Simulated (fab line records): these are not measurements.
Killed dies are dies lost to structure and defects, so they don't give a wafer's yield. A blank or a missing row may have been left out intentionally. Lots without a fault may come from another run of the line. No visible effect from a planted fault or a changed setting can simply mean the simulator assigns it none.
Matching of chambers | flow rit_cmos | RIT_GATE_ETCH_19 on rie_si-02 has 4 sister chambers
The step etches poly-Si in SF6/CHF3/O2, stops on SiO2, time 165 s, target depth 312.5 nm. 4 wafers are shown with their chamber, then 7 later ones without.

WAFERS, EACH WITH ITS CHAMBER
wafer  | chamber | throttle_valve_pct (%)
L762.4 | 3       | 10.24
L770.5 | 1       | 10.39
L772.3 | 0       | 10.18
L772.5 | 2       | 10.22

WAFERS WITH NO CHAMBER GIVEN
wafer  | throttle_valve_pct (%)
L772.6 | 10.17
L776.2 | 10.17
L776.3 | 10.38
L776.5 | 10.37
L778.3 | 10.23
L778.5 | 10.23
L778.6 | 10.18

WHICH CHAMBER EACH WENT THROUGH
wafer  | from the rows above     | in truth
L772.6 | 0                       | 0
L776.2 | 0                       | 0
L776.3 | 1                       | 1
L776.5 | 1                       | 1
L778.3 | can't be placed: 2 or 3 | 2
L778.5 | can't be placed: 2 or 3 | 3
L778.6 | 0                       | 0
5 of 7 placed correctly. Unplaceable from these rows: 2, with the true chamber sitting among the candidates in 2. 0 placed wrongly.
How it was worked out, from the rows above alone: a wafer's distance from a chamber is the root of the sum, over the readings, of the square of ((its reading less the chamber's mean) divided by the reading's scatter). If the next closest chamber is less than 2 further off than the closest, the wafer can't be placed; otherwise it belongs to the closest. The mean given for a chamber averages the wafers shown for that chamber. The scatter: root of mean squared gap, hidden wafer to nearest shown wafer, with one shown wafer a chamber.
